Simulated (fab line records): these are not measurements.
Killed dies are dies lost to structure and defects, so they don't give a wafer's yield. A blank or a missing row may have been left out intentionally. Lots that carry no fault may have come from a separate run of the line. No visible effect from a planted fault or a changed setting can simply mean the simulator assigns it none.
A struck lot beside a sound one	flow berkeley-cmos170	24 steps out of a route of 331
Sound: these wafers, L465.1, L465.5, L465.6. The struck wafers were L475.2, L475.3, L475.5. The cause is named last.
At each step with rows: each side's tool, then ch and its chambers, then its first start. Under that, the readings that differ: sound wafers	struck wafers	difference of the means	sigmas: that difference in standard deviations of wafers without a fault.
alike: words and numbers the same on both sides, and readings whose means are apart by under 2 such deviations; not compared: readings that were withheld, readings missing a value for some wafer, numbers with overlapping values and no deviation given by the record, and bounds like >300 which may hide the same value.
The two part at a step that has a row with sigmas, a row that says differs or no value, or rows on one side only. Numbers that don't overlap but have no deviation are shown without sigmas and don't part them. A reading missing from all wafers of one side parts the sides only when that side holds two or more wafers.

first, 4 steps without rows for these wafers: UCB170_PWELL_WET_ETCH_19 (etches Si3N4 in H3PO4, time 14400 s); UCB170_PWELL_WET_ETCH_20 (etches SiO2 in BOE, time 22 s); UCB170_WELLDRIVE_CLEAN_00 (cleans in SPM, time 600 s); UCB170_WELLDRIVE_OXIDATION_01 (target thk 199 nm, ox time 9247 s).
UCB170_WELLDRIVE_THK_MEAS_02:
  sound on film-metro-02 at day 4 07:03; struck on film-metro-01 at day 6 11:05
  alike: WELLDRIVE_OXIDE_THK
then, 5 steps without rows for these wafers: UCB170_WELLDRIVE_ANNEAL_03 (time 900 s); UCB170_WELLDRIVE_WET_ETCH_04 (etches SiO2 in BOE, time 120 s); UCB170_ACTIVE_CLEAN_00 (cleans in SPM, time 600 s); UCB170_ACTIVE_CLEAN_01 (cleans in dHF, time 60 s); UCB170_ACTIVE_OXIDATION_02 (target thk 26.4 nm, ox time 1260 s).
UCB170_ACTIVE_THK_MEAS_03:
  sound on film-metro-02 at day 4 17:38; struck on film-metro-02 at day 6 17:15
  alike: ACTIVE_OXIDE_THK
then, 1 step without rows for these wafers: UCB170_ACTIVE_ANNEAL_04 (time 900 s).
UCB170_ACTIVE_CVD_05: deposits Si3N4 from SiH2Cl2/NH3, target thk 220 nm, time 3150 s.
  sound on lpcvd-02 ch 0, day 4 21:43; struck on lpcvd-02 ch 0, day 6 22:22
reading	sound	struck	difference	sigmas
model.Si3N4_of_ACTIVE_CVD_05.thk-nm (nm)	210.2 212.1 209.3	402.5 401.6 403.5	+192.0	
  alike: spike-tc-load-C, susceptor-temp-C, zone-power-source-pct
UCB170_ACTIVE_THK_MEAS_06:
  sound on film-metro-04 at day 4 23:38; struck on film-metro-02 at day 7 00:17
reading	sound	struck	difference	sigmas
ACTIVE_NITRIDE_THK (nm)	210.2 212.0 209.2	402.3 401.4 403.9	+192.1	+99 or more
then, 6 steps without rows for these wafers: UCB170_ACTIVE_HMDS_07 (prime time 60 s); UCB170_ACTIVE_COAT_08 (resist thk 900 nm); UCB170_ACTIVE_SOFTBAKE_09 (time 60 s); UCB170_ACTIVE_EXPOSE_10 (exposes mask ACTIVE, target cd 1200 nm); UCB170_ACTIVE_PEB_11; UCB170_ACTIVE_DEVELOP_12 (develop time 45 s).
UCB170_ACTIVE_CD_MEAS_13: target cd 1200 nm.
  sound on cd-sem-01 at day 5 00:47; struck on cd-sem-01 at day 7 02:35
  alike: cd-nm
UCB170_ACTIVE_OVL_MEAS_14:
  sound on overlay-02 at day 5 00:55; struck on overlay-01 at day 7 02:42
  alike: ACTIVE_OVL
UCB170_ACTIVE_ETCH_15: etches Si3N4 in CH3F/Ar/O2, stops on SiO2, target depth 242 nm, time 151 s.
  sound on rie-diel-01 ch 0,1, day 5 00:56; struck on rie-diel-01 ch 2,3, day 7 02:45
reading	sound	struck	difference	sigmas
oes-product-au (a.u.)	0.918 0.929 0.915	1.010 0.974 0.984	+0.069	+5
model.etch.depth-nm (nm)	210.2 212.1 209.3	244.3 236.1 240.2	+29.7	
  alike: chamber-pressure-mTorr, drypump-motor-current-A, throttle-valve-pct
  not compared: rf-hours-counter-h
UCB170_ACTIVE_STRIP_16: strips in O2.
  sound on plasma-asher-03 ch 0,1, day 5 01:02; struck on plasma-asher-02 ch 0,1, day 7 02:51
  alike: chamber-pressure-mTorr, drypump-motor-current-A, oes-product-au, strip-time-to-endpoint-s
  not compared: rf-hours-counter-h

WHERE THEY PART
Last at UCB170_ACTIVE_ETCH_15 as far as this record goes, first at UCB170_ACTIVE_THK_MEAS_06. Later steps at which nothing parts them and some readings are alike: UCB170_ACTIVE_STRIP_16.

WHY: what had been put in by the simulator
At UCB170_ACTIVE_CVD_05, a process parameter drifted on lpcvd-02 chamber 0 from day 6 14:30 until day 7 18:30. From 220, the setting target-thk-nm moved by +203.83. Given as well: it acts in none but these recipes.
